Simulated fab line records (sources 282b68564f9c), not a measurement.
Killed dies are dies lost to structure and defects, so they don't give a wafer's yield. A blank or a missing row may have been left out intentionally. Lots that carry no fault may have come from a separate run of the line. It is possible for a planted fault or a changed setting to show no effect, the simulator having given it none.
A struck lot beside a sound one | flow rit cmos | 43 steps out of a route of 202
Sound: these wafers, L845.1, L845.4, L845.5. Wafers L858.1, L858.3, L858.5 were the ones struck. At the end, the cause is stated.
For every step that has rows: the tool of each side, followed by ch and its chambers, followed by its first start. Under that, the readings that differ: sound wafers | struck wafers | difference of the means | sigmas: that difference in standard deviations of wafers without a fault.
alike: words and numbers the same on both sides, and readings whose means are apart by under 2 such deviations; not compared: readings that were withheld, readings missing a value for some wafer, numbers with overlapping values and no deviation given by the record, and bounds like >300 which may hide the same value.
Wherever a step has rows on one side only, a row that says differs or no value, or a row with sigmas, the two part there. When numbers do not overlap yet have no deviation, they are printed without sigmas and do not part them. A reading missing from all wafers of one side parts the sides only when that side holds two or more wafers.

RIT_NSD_TW_MEAS_10:
  sound on film metro-01 at day 3 17:00; struck on film metro-01 at day 6 05:53
  alike: NSD_TW
then, 6 steps without rows for these wafers: RIT_PSD_HMDS_00 (prime time 60 s); RIT_PSD_COAT_01 (resist thk 1000 nm); RIT_PSD_SOFTBAKE_02 (time 60 s); RIT_PSD_EXPOSE_03 (exposes mask M10, target cd 40900 nm); RIT_PSD_PEB_04; RIT_PSD_DEVELOP_05 (develop time 50 s).
RIT_PSD_OVL_MEAS_06:
  sound on overlay-01 at day 3 17:55; struck on overlay-02 at day 6 06:48
  alike: PSD_OVL
then, 2 steps without rows for these wafers: RIT_PSD_HARDBAKE_07 (time 60 s); RIT_PSD_IMPLANT_08.
RIT_PSD_STRIP_09: strips in O2, time 180 s.
  sound on plasma asher-04 ch 0,1, day 3 18:14; struck on plasma asher-02 ch 0,1, day 6 07:08
  reading                     | sound          | struck         | difference | sigmas
  drypump motor current A (A) | 5.38 5.38 5.80 | 6.30 6.30 6.27 | +0.77      | +3
  not compared: rf hours counter h
RIT_PSD_TW_MEAS_10:
  sound on film metro-02 at day 3 18:25; struck on film metro-02 at day 6 07:19
  reading | sound          | struck         | difference | sigmas
  PSD_TW  | 3480 3509 3499 | 3454 3448 3441 | -48        | -2
RIT_SDANNEAL_CLEAN_00: cleans in SC1, time 600 s.
  sound on wet bench-04 ch 3, day 3 18:29; struck on wet bench-02 ch 1, day 6 07:22
then, 3 steps without rows for these wafers: RIT_SDANNEAL_CLEAN_01 (cleans in dHF, time 30 s); RIT_SDANNEAL_CLEAN_02 (cleans in SC2, time 600 s); RIT_SDANNEAL_RTA_03 (time 5 s).
RIT_SDANNEAL_RS_MEAS_04: a four-point-probe measurement.
  sound on film metro-03 at day 3 18:54; struck on film metro-03 at day 6 07:48
  alike: PSD_RS
RIT_SDANNEAL_RS_MEAS_05: a four-point-probe measurement.
  sound on film metro-03 at day 3 19:01; struck on film metro-03 at day 6 07:55
  alike: NSD_RS
RIT_SDANNEAL_RS_MEAS_06: a four-point-probe measurement.
  sound on film metro-03 at day 3 19:08; struck on film metro-03 at day 6 08:02
  alike: PLDD_RS
RIT_SDANNEAL_RS_MEAS_07: a four-point-probe measurement.
  sound on film metro-03 at day 3 19:16; struck on film metro-03 at day 6 08:10
  alike: NLDD_RS
then, 1 step without rows for these wafers: RIT_SILICIDE_WET_ETCH_00 (etches SiO2 in BOE, target depth 14 nm, time 15 s).
RIT_SILICIDE_SPUTTER_01: material Ti, target thk 30 nm, time 240 s.
  sound on pvd sputter-01 at day 3 19:24; struck on pvd sputter-04 at day 6 08:18
  alike: throttle valve pct
RIT_SILICIDE_RS_MEAS_02: a four-point-probe measurement.
  sound on film metro-04 at day 3 19:33; struck on film metro-02 at day 6 08:27
  reading                 | sound          | struck         | difference | sigmas
  SILICIDE_TI_RS (ohm/sq) | 49.1 50.1 50.1 | 47.6 48.2 48.4 | -1.7       | -2
RIT_SILICIDE_THK_MEAS_03: measures by xrf.
  sound on film metro-04 at day 3 19:40; struck on film metro-02 at day 6 08:34
  reading              | sound          | struck         | difference | sigmas
  SILICIDE_TI_THK (nm) | 29.5 29.1 28.9 | 30.3 29.9 29.7 | +0.8       | +2
RIT_SILICIDE_RTA_04: time 10 s, ramp up 5 s, ramp down 5 s.
  sound on rtp anneal-02 ch 0, day 3 19:44; struck on rtp anneal-01 ch 0, day 6 08:38
  alike: wafer_temp_C_max
then, 1 step without rows for these wafers: RIT_SILICIDE_WET_ETCH_05 (etches Ti in SPM, time 120 s).
RIT_SILICIDE_RTA_06: time 10.37 s, ramp up 5 s, ramp down 10 s.
  sound on rtp anneal-02 ch 0, day 3 19:50; struck on rtp anneal-02 ch 0, day 6 08:44
  alike: wafer_temp_C_max
then, 1 step without rows for these wafers: RIT_CONTACT_CVD_00 (deposits SiO2 from TEOS, target thk 400 nm, time 61 s).
RIT_CONTACT_THK_MEAS_01:
  sound on film metro-01 at day 3 19:57; struck on film metro-04 at day 6 08:51
  alike: CONTACT_TEOS_THK
then, 6 steps without rows for these wafers: RIT_CONTACT_HMDS_02 (prime time 60 s); RIT_CONTACT_COAT_03 (resist thk 1000 nm); RIT_CONTACT_SOFTBAKE_04 (time 60 s); RIT_CONTACT_EXPOSE_05 (exposes mask M11, target cd 1000 nm); RIT_CONTACT_PEB_06; RIT_CONTACT_DEVELOP_07 (develop time 120 s).
RIT_CONTACT_CD_MEAS_08 targets a cd of 1000 nm.
  sound on cd sem-02 at day 3 20:59; struck on cd sem-02 at day 6 10:00
  alike: cd nm
RIT_CONTACT_OVL_MEAS_09:
  sound on overlay-01 at day 3 21:06; struck on overlay-01 at day 6 10:07
  alike: CONTACT_OVL
then, 1 step without rows for these wafers: RIT_CONTACT_HARDBAKE_10 (time 60 s).
RIT_CONTACT_ETCH_11: etches SiO2 in CHF3/CF4/Ar, stops on TiSi2, target depth 480 nm, time 320 s.
  sound on rie diel-04 ch 0,1,2, day 3 21:17; struck on rie diel-04 ch 1,3, day 6 10:19
  alike: drypump motor current A, oes product au, throttle valve pct
  not compared: rf hours counter h
then, 1 step without rows for these wafers: RIT_CONTACT_STRIP_12 (strips in O2, time 180 s).
RIT_CONTACT_CD_MEAS_90 targets a cd of 1000 nm.
  sound on cd sem-02 at day 3 21:39; struck on cd sem-01 at day 6 10:41
  alike: cd nm
then, 1 step without rows for these wafers: RIT_CONTACT_CLEAN_13 (cleans in SC1, time 600 s).
RIT_M1_PROBE_99:
  sound on prober-02 at day 4 02:19; struck on prober-02 at day 6 15:13
  reading             | sound | struck                                                                     | difference                   | sigmas
  hold                | - - - | await dispo/5.5h/release await dispo/5.5h/release await dispo/5.5h/release | no value on the sound wafers |
  killed at front end | 9 7 6 | 26 27 21                                                                   | +17                          | +6
  killed dies         | 9 7 6 | 26 27 21                                                                   | +17                          | +6
  killed on rim       | 1 1 2 | 7 8 7                                                                      | +6                           | +5
  alike: killed at contacts, killed open, killed short

## WHERE THEY PART
At RIT_PSD_STRIP_09 first; at RIT_M1_PROBE_99 last (within this record only).

WHY: whatever the simulator had introduced
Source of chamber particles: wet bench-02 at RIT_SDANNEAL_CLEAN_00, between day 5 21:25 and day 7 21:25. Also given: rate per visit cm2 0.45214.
